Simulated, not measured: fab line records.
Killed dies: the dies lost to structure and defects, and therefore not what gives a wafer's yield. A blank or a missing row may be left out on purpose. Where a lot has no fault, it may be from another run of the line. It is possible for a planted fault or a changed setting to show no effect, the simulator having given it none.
Code-filled problem report in 8D (eight disciplines) form	flow rit cmos	the parts of the form that need people (team, actions taken, sign-off) are left out

== 1. WHAT IS WRONG ==
Mean ACTIVE_NITRIDE_THK at RIT_ACTIVE_THK_MEAS_04: 104.3 nm over 9 wafers in 3 lots; fault-free wafers: 151.3 nm, standard deviation 1.5. That is -31 standard deviations from the usual mean.
First seen on wafer L604.1, day 5 14:23, on film metro-02. The record holds 45 wafers of 15 lots with a number at this step. The rule behind "out" and "out of limits": a value lying over 4 standard deviations away from the usual mean. The other wafers with a number count as sound.

== 2. WHAT IT IS AND WHAT IT IS NOT ==
question	is	is not
which readings at this step	ACTIVE_NITRIDE_THK	-
which lots	L604, L605, L607	L585, L587, L588, L589, L590, L591, L592, L593, L594, L595, L597, L602
which wafers of those lots	all that have a number	-
read on which gauges	film metro-01, film metro-02, film metro-04	-
when	from day 5 14:23	up to then (36 sound wafers)

== 3. SUSPECTS, AND WHAT RULES EACH OUT ==
Counting: a tool at a process step up to the reading stays a suspect if it ran every lot that is out and no sound lot after the first of them.
- the gauge at RIT_ACTIVE_THK_MEAS_04 is ruled out. Those wafers that are out were read across 3 gauges (film metro-01, film metro-02, film metro-04).
- lpcvd-01 at RIT_ACTIVE_CVD_03 (deposits Si3N4 from SiH2Cl2/NH3, target thk 150 nm, time 1500 s): kept. It processed each lot that is out, first L604 at day 5 12:58, and no sound lot thereafter; up to then, the last sound lot it processed was L602 at day 5 01:07.
Remaining after the count: lpcvd-01 at RIT_ACTIVE_CVD_03.

== 4. THE CAUSE (what the simulator had put in) ==
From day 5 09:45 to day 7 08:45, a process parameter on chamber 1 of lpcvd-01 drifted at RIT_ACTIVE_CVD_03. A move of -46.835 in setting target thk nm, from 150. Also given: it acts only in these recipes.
Only this tool survived the counting.

== 5. SEQUENCE OF EFFECTS, ordered by route ==
One row per reading whose mean, taken over the struck wafers that have a number, lies over 3 standard deviations from the usual. Only readings for which the record gives a usual standard deviation are gone through. hours: the time from each lot's start at the first step in this table that gives one to its start at this step, as a median over the lots. sigmas: the change in usual standard deviations.
hours	step	reading	usual	on struck wafers	change	sigmas
0	RIT_ACTIVE_THK_MEAS_04	ACTIVE_NITRIDE_THK	151.3 nm	104.3	-47.0	-31
1	RIT_ACTIVE_ETCH_13	oes product au	0.824 a.u.	0.678	-0.146	-10
Its process steps:
- RIT_ACTIVE_ETCH_13: etches Si3N4 in SF6, stops on SiO2, time 210 s, target depth 210 nm.
Later measuring or inspecting steps at which every struck wafer that the step has a row for has a number for every such reading, and none has moved that far: RIT_FOX1_THK_MEAS_01, RIT_GATE_THK_MEAS_07.

== 6. HOW IT WOULD HAVE BEEN CAUGHT EARLIER ==
The first out-of-limits reading at a measuring or inspecting step in this record came at day 5 14:23, 5 hours after the fault's start at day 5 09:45.
An alarm limit of 4 standard deviations would not have fired on the tool readings at RIT_ACTIVE_CVD_03 for which the record gives a usual standard deviation, since none of them was out on any struck wafer.
Lots out: 3; of these, L605, L607 started RIT_ACTIVE_CVD_03 on lpcvd-01 after day 5 14:23. A hold on the tool at that time would have spared those 2.
